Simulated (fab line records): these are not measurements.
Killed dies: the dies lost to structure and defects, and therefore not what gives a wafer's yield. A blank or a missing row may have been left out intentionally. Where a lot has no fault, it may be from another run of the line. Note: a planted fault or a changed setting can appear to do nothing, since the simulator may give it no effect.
Which tool is to blame? | flow berkeley cmos170 | 15 lots with 45 wafers sampled at 5 steps, on a route of 331 steps

## WHAT THE GAUGES READ, wafer by wafer
UCB170_FIELD_THK_MEAS_90.
lot  | measured     | on            | FIELD_OXIDE_LEFT_1_THK (nm)
L288 | day 5 15:01  | film metro-01 | 445 443 444
L290 | day 6 00:11  | film metro-01 | 446 448 442
L291 | day 6 14:17  | film metro-04 | 440 437 436
L293 | day 6 21:21  | film metro-01 | 454 456 452
L294 | day 6 21:21  | film metro-04 | 437 444 451
L296 | day 6 21:21  | film metro-03 | 441 442 436
L295 | day 6 21:24  | film metro-01 | 427 440 442
L300 | day 7 22:47  | film metro-03 | 455 445 432
L299 | day 7 22:48  | film metro-04 | 434 440 440
L301 | day 8 09:43  | film metro-03 | 445 445 448
L302 | day 8 09:44  | film metro-04 | 448 451 437
L305 | day 9 11:19  | film metro-03 | 432 441 438
L304 | day 9 11:20  | film metro-04 | 436 434 427
L306 | day 9 15:45  | film metro-01 | 456 458 445
L309 | day 11 00:49 | film metro-03 | 434 436 438

UCB170_SCREENOX_THK_MEAS_02.
lot  | measured     | on            | SCREENOX_OXIDE_THK (nm)
L288 | day 6 01:23  | film metro-04 | 14.12 14.11 14.14
L290 | day 6 12:26  | film metro-04 | 13.90 14.33 14.19
L291 | day 7 00:37  | film metro-04 | 14.04 13.76 14.16
L293 | day 7 06:50  | film metro-04 | 14.31 14.33 14.20
L294 | day 7 06:50  | film metro-02 | 14.40 14.54 14.42
L296 | day 7 06:50  | film metro-01 | 14.03 14.25 13.91
L295 | day 7 06:53  | film metro-02 | 14.70 14.66 14.42
L300 | day 8 18:08  | film metro-01 | 14.34 14.21 14.14
L299 | day 8 18:09  | film metro-04 | 14.71 14.70 14.56
L301 | day 9 06:31  | film metro-01 | 14.44 14.34 14.42
L302 | day 9 06:29  | film metro-04 | 14.61 14.35 14.58
L305 | day 10 08:38 | film metro-02 | 14.79 14.79 15.00
L304 | day 10 08:42 | film metro-01 | 14.97 14.81 14.63
L306 | day 10 08:38 | film metro-04 | 14.71 14.70 14.63
L309 | day 11 12:20 | film metro-02 | 14.23 14.21 13.92

UCB170_GATE_OVL_MEAS_13.
lot  | measured     | on         | GATE_OVL (nm)
L288 | day 7 03:00  | overlay-02 | -7 -5 -1
L290 | day 7 11:47  | overlay-02 | 1 5 -3
L291 | day 8 02:26  | overlay-02 | 4 4 0
L293 | day 8 18:16  | overlay-02 | -1 -5 5
L294 | day 8 17:58  | overlay-02 | 9 9 12
L296 | day 8 18:27  | overlay-02 | 4 12 12
L295 | day 8 17:44  | overlay-02 | 1 1 -2
L300 | day 10 09:30 | overlay-01 | 313 307 314 310 305 309
L299 | day 10 09:47 | overlay-01 | 5 3 2
L301 | day 10 17:08 | overlay-02 | 319 320 324 314 318 319
L302 | day 10 16:53 | overlay-01 | -4 -3 -4
L305 | day 11 12:40 | overlay-02 | 1 11 4
L304 | day 11 12:26 | overlay-01 | 318 315 315 313 312 310
L306 | day 11 12:11 | overlay-02 | -4 2 3
L309 | day 12 14:46 | overlay-02 | 7 6 7

UCB170_PLDD_CD_MEAS_06 targets a cd of 1200 nm.
lot  | measured     | on        | cd nm (nm)
L288 | day 7 04:32  | cd sem-01 | 1197.0 1199.0 1199.2
L290 | day 7 15:46  | cd sem-01 | 1200.2 1199.1 1199.2
L291 | day 8 04:26  | cd sem-01 | 1201.6 1200.0 1202.1
L293 | day 8 20:02  | cd sem-02 | 1198.8 1198.8 1199.7
L294 | day 8 20:04  | cd sem-01 | 1201.8 1200.9 1202.0
L296 | day 8 20:20  | cd sem-01 | 1199.3 1200.0 1199.9
L295 | day 8 19:44  | cd sem-02 | 1200.7 1200.3 1202.3
L299 | day 10 11:37 | cd sem-01 | 1197.7 1198.3 1197.1
L302 | day 10 18:28 | cd sem-01 | 1200.3 1199.6 1200.6
L305 | day 11 14:37 | cd sem-02 | 1200.9 1199.5 1200.3
L306 | day 11 14:02 | cd sem-02 | 1200.5 1201.0 1200.8
L309 | day 12 16:47 | cd sem-01 | 1202.0 1201.5 1201.3

## WHICH TOOL RAN EACH LOT (tool, then ch and the chambers of the sampled wafers, then the start)
lot  | UCB170_GATE_EXPOSE_09
L288 | krf scanner-01 ch 0, day 7 02:05
L290 | krf scanner-02 ch 0, day 7 11:18
L291 | krf scanner-01 ch 0, day 8 01:28
L293 | krf scanner-02 ch 0, day 8 17:31
L294 | krf scanner-01 ch 0, day 8 17:16
L296 | krf scanner-02 ch 0, day 8 17:38
L295 | krf scanner-02 ch 0, day 8 17:01
L300 | krf scanner-01 ch 0, day 10 08:59
L299 | krf scanner-02 ch 0, day 10 09:15
L301 | krf scanner-01 ch 0, day 10 16:40
L302 | krf scanner-02 ch 0, day 10 16:22
L305 | krf scanner-02 ch 0, day 11 12:10
L304 | krf scanner-01 ch 0, day 11 11:56
L306 | krf scanner-02 ch 0, day 11 11:41
L309 | krf scanner-02 ch 0, day 12 14:16
- UCB170_GATE_EXPOSE_09: exposes mask POLY, target cd 350 nm.

## WHAT THE TOOLS THEMSELVES READ (means of the sampled wafers that have a number; where no wafer has one, the mark that the record gives instead)
UCB170_GATE_EXPOSE_09.
lot  | tool           | stage vel mm s (mm/s)
L288 | krf scanner-01 | 499.90
L290 | krf scanner-02 | 499.80
L291 | krf scanner-01 | 500.07
L293 | krf scanner-02 | 500.04
L294 | krf scanner-01 | 499.97
L296 | krf scanner-02 | 500.10
L295 | krf scanner-02 | 499.89
L300 | krf scanner-01 | 500.13
L299 | krf scanner-02 | 499.85
L301 | krf scanner-01 | 500.10
L302 | krf scanner-02 | 500.12
L305 | krf scanner-02 | 499.67
L304 | krf scanner-01 | 499.82
L306 | krf scanner-02 | 499.52
L309 | krf scanner-02 | 500.01

## THE ANSWER, worked out from the rows above alone
Rule: what is usual is taken from the lots themselves. Put in order of their means at a reading, lots are off if they are a third of the lots or fewer, leave a main group of 4 or more, and stand apart from it by a gap of 3 or more times the standard deviation of the main group's means; of several such gaps the widest counts. The tables above print the reading to a certain number of digits; a main group whose means all agree to those digits is not used. Also off: a lot with no number at a reading for which 4 or more lots have one. The other lots that the step has rows for count as sound. After the gauges, taken in route order, come the tools' own readings; for these a lot's mean is taken, as printed above. The first step at which some lot is off is used, and at that step the reading that is off furthest; a lot without a number counts as furthest.
Off: at UCB170_GATE_OVL_MEAS_13 (GATE_OVL), L300, L301, L304. The main group has a mean of 3 nm with a standard deviation of 4.4.
A tool fits if, at a process step before that reading, it ran every lot that is off, and no sound lot after the first of them. Gauges at UCB170_GATE_OVL_MEAS_13: tried the same way as those tools. One fits: krf scanner-01 at UCB170_GATE_EXPOSE_09. A fault onset in the window from L294 (day 8 17:16, its last sound lot) to L300 (day 10 08:59, its first lot off) fits.

## WHAT HAD BEEN PUT IN BY THE SIMULATOR
Scanner matching overlay: krf scanner-01, from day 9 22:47 on, at UCB170_GATE_EXPOSE_09. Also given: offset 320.
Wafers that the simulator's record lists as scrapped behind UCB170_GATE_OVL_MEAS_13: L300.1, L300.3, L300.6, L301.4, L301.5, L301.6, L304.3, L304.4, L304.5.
Shown lots that were struck: L300, L301, L304. The rule above reached the same finding.
